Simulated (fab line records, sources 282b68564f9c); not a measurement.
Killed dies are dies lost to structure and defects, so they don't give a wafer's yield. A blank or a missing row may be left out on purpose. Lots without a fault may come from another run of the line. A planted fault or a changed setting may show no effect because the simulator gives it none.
Chamber matching | flow rit_cmos | RIT_GATE_ETCH_19 on rie_si-01: 4 sister chambers
The step etches poly-Si in SF6/CHF3/O2, stops on SiO2, time 165 s, target depth 312.5 nm. 4 wafers are shown with their chamber, then 7 later ones without.

WAFERS WITH THEIR CHAMBER
wafer  | chamber | throttle_valve_pct (%)
L437.1 | 2       | 10.06
L441.1 | 3       | 10.30
L441.6 | 1       | 10.35
L443.2 | 0       | 10.26

WAFERS WITHOUT THEIR CHAMBER
wafer  | throttle_valve_pct (%)
L443.3 | 10.31
L443.5 | 10.25
L447.2 | 10.25
L447.3 | 10.06
L447.5 | 10.07
L449.3 | 10.26
L449.5 | 10.26

WHICH CHAMBER EACH WENT THROUGH
wafer  | from the rows above | in truth
L443.3 | 3                   | 3
L443.5 | 0                   | 0
L447.2 | 0                   | 0
L447.3 | 2                   | 2
L447.5 | 2                   | 2
L449.3 | 0                   | 0
L449.5 | 0                   | 0
Placed correctly: 7 of 7. Can't be placed from these rows: 0. Placed wrongly: 0.
How it was worked out, from the rows above alone: a wafer's distance from a chamber is the root of the sum, over the readings, of the square of ((its reading less the chamber's mean) divided by the reading's scatter). The wafer belongs to the nearest chamber; if the next one is less than 2 further off, it can't be placed. A chamber's mean is the mean of its shown wafers. The scatter: with one shown wafer a chamber, the root of the mean of the squares of how far each hidden wafer lies from its nearest shown one.
